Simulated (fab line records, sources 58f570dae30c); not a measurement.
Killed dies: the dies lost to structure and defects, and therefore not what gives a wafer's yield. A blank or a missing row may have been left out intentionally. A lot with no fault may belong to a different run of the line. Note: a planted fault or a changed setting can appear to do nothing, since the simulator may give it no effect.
Which tool did it?    flow berkeley cmos170    42 wafers from 14 lots sampled at 4 of the route's 331 steps

== WHAT THE GAUGES SHOWED, per wafer ==
UCB170_WELLDRIVE_THK_MEAS_02. Usual: WELLDRIVE_OXIDE_THK typically reads 197 nm, with standard deviation 3.6.
lot   measured     on             WELLDRIVE_OXIDE_THK (nm)  flag
L869  day 3 20:22  film metro-04  196 196 193               
L870  day 3 20:22  film metro-01  198 199 197               
L873  day 4 12:43  film metro-04  196 194 194               
L879  day 5 18:04  film metro-01  180 177 182 180 178 181   OFF
L880  day 5 18:04  film metro-04  178 178 178 178 178 178   OFF
L882  day 6 14:59  film metro-04  195 200 199               
L883  day 6 14:59  film metro-03  196 197 195               
L885  day 6 21:30  film metro-03  194 194 196               
L886  day 6 21:31  film metro-04  198 197 194               
L884  day 7 03:30  film metro-01  198 200 200               
L887  day 7 09:50  film metro-01  199 201 201               
L888  day 7 15:49  film metro-01  195 200 198               
L889  day 7 15:50  film metro-04  199 200 202               
L891  day 7 16:23  film metro-04  199 203 199               

UCB170_M1_THK_MEAS_02: measures by xrf. Usual: M1_AL_THK typically reads 587 nm, with standard deviation 6.6.
lot   measured      on             M1_AL_THK (nm)  flag
L869  day 7 18:38   film metro-02  576 580 577     
L870  day 7 18:27   film metro-01  599 596 591     
L873  day 8 03:30   film metro-01  586 581 581     
L879  day 9 05:11   film metro-02  589 588 591     
L880  day 9 05:42   film metro-04  598 598 597     
L882  day 9 22:18   film metro-01  577 578 580     
L883  day 9 22:29   film metro-02  590 593 594     
L885  day 10 04:02  film metro-02  591 591 592     
L886  day 10 04:47  film metro-02  584 586 585     
L884  day 10 06:10  film metro-02  588 578 588     
L887  day 10 23:55  film metro-02  590 589 589     
L888  day 11 07:07  film metro-01  593 592 593     
L889  day 11 07:19  film metro-04  586 592 595     
L891  day 11 07:44  film metro-02  594 594 591     

UCB170_V2_THK_MEAS_04. Usual: V2_POLISHED_THK typically reads 999.6 nm, with standard deviation 1.1.
lot   measured      on             V2_POLISHED_THK (nm)  flag
L869  day 8 06:23   film metro-03  999.4 999.5 999.2     
L870  day 8 05:49   film metro-01  998.9 1000.2 999.4    
L873  day 8 18:09   film metro-01  999.4 999.8 1000.3    
L879  day 9 17:35   film metro-01  1000.2 1000.4 999.6   
L880  day 9 18:08   film metro-03  999.1 999.3 1002.7    
L882  day 10 11:14  film metro-01  1001.0 999.4 1001.0   
L883  day 10 10:38  film metro-01  999.5 998.5 998.7     
L885  day 10 17:33  film metro-01  997.8 999.0 998.9     
L886  day 10 18:38  film metro-04  999.6 997.8 997.6     
L884  day 10 18:19  film metro-03  998.3 999.1 998.5     
L887  day 11 11:59  film metro-01  998.9 1000.3 998.9    
L888  day 11 21:07  film metro-03  1000.2 998.6 1000.7   
L889  day 11 21:52  film metro-03  999.3 998.9 1000.1    
L891  day 11 21:45  film metro-04  996.8 997.8 998.9     

== WHICH TOOL RAN EACH LOT (tool, then ch and the chambers of the sampled wafers, then the start) ==
lot   UCB170_WELLDRIVE_OXIDATION_01
L869  furnace-03 ch 0, day 3 16:52
L870  furnace-03 ch 0, day 3 16:52
L873  furnace-04 ch 0, day 4 09:13
L879  furnace-03 ch 0, day 5 14:34
L880  furnace-03 ch 0, day 5 14:34
L882  furnace-04 ch 0, day 6 11:29
L883  furnace-04 ch 0, day 6 11:29
L885  furnace-04 ch 0, day 6 18:00
L886  furnace-04 ch 0, day 6 18:00
L884  furnace-04 ch 0, day 7 00:00
L887  furnace-02 ch 0, day 7 06:19
L888  furnace-02 ch 0, day 7 12:19
L889  furnace-02 ch 0, day 7 12:19
L891  furnace-04 ch 0, day 7 12:51
- UCB170_WELLDRIVE_OXIDATION_01: target thk 199 nm, ox time 9000 s.

== AS READ BY THE TOOLS THEMSELVES (means over the sampled wafers that have a number; for cases with no such wafer, the mark the record gives instead) ==
UCB170_WELLDRIVE_OXIDATION_01. Usual: spike tc centre C 1103.1 C, standard deviation 1.2; spike tc load C 1128 C, standard deviation 3.7; spike tc source C 1123.8 C, standard deviation 2.8; zone power centre pct 49 %, standard deviation 5.2.
lot   tool        spike tc centre C (C)  spike tc load C (C)  spike tc source C (C)  zone power centre pct (%)  flag
L869  furnace-03  1103.4                 1126                 1127.2                 44                         
L870  furnace-03  1103.8                 1125                 1125.9                 44                         
L873  furnace-04  1102.5                 1132                 1122.5                 54                         
L879  furnace-03  1087.8                 1107                 1110.2                 43                         OFF
L880  furnace-03  1088.9                 1109                 1110.5                 43                         OFF
L882  furnace-04  1102.3                 1132                 1122.6                 54                         
L883  furnace-04  1101.8                 1132                 1123.3                 54                         
L885  furnace-04  1102.9                 1133                 1122.8                 54                         
L886  furnace-04  1102.8                 1131                 1121.7                 54                         
L884  furnace-04  1102.9                 1131                 1121.2                 54                         
L887  furnace-02  1102.0                 1130                 1119.3                 54                         
L888  furnace-02  1101.3                 1130                 1118.2                 54                         
L889  furnace-02  1102.5                 1130                 1119.4                 54                         
L891  furnace-04  1103.3                 1131                 1122.2                 55                         

== THE ANSWER, worked out from the rows above alone ==
Rule: a lot is off if the mean of its wafers that have a number lies more than 3 standard deviations from the usual mean. A lot without any number at a reading at which 4 lots or more have one is off too. Any other lot the step has rows for is counted as sound. The gauges are gone through in route order, then the tools' own readings, and for those a lot's mean is taken as printed above. At the first step where some lot is off, the reading lying furthest off is the one used; lots without a number count as furthest.
Off: at UCB170_WELLDRIVE_THK_MEAS_02 (WELLDRIVE_OXIDE_THK), L879, L880.
If a tool, at a process step before that reading, ran all the lots that are off and no sound lot after the first of them, it fits. Not tried: the gauges at UCB170_WELLDRIVE_THK_MEAS_02; whatever is off there is also off at UCB170_WELLDRIVE_OXIDATION_01, on other tools, and gauge error can't account for it. One fits: UCB170_WELLDRIVE_OXIDATION_01 on furnace-03. A fault onset in the window from L869 (day 3 16:52, its last sound lot) to L879 (day 5 14:34, its first lot off) fits.
The tool's own readings at UCB170_WELLDRIVE_OXIDATION_01 bear it out: on the lots that are off they differ by more than 5 times the standard deviation of the sound lots' means. spike tc centre C reads 1088.3 C there against 1102.6 C on the sound lots; spike tc load C reads 1108 C there against 1130 C on the sound lots.

== WHAT WAS PUT IN BY THE SIMULATOR ==
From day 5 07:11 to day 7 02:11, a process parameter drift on furnace-03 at UCB170_WELLDRIVE_OXIDATION_01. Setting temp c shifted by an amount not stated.
Struck lots among those shown: L879, L880. The rule above found the same.
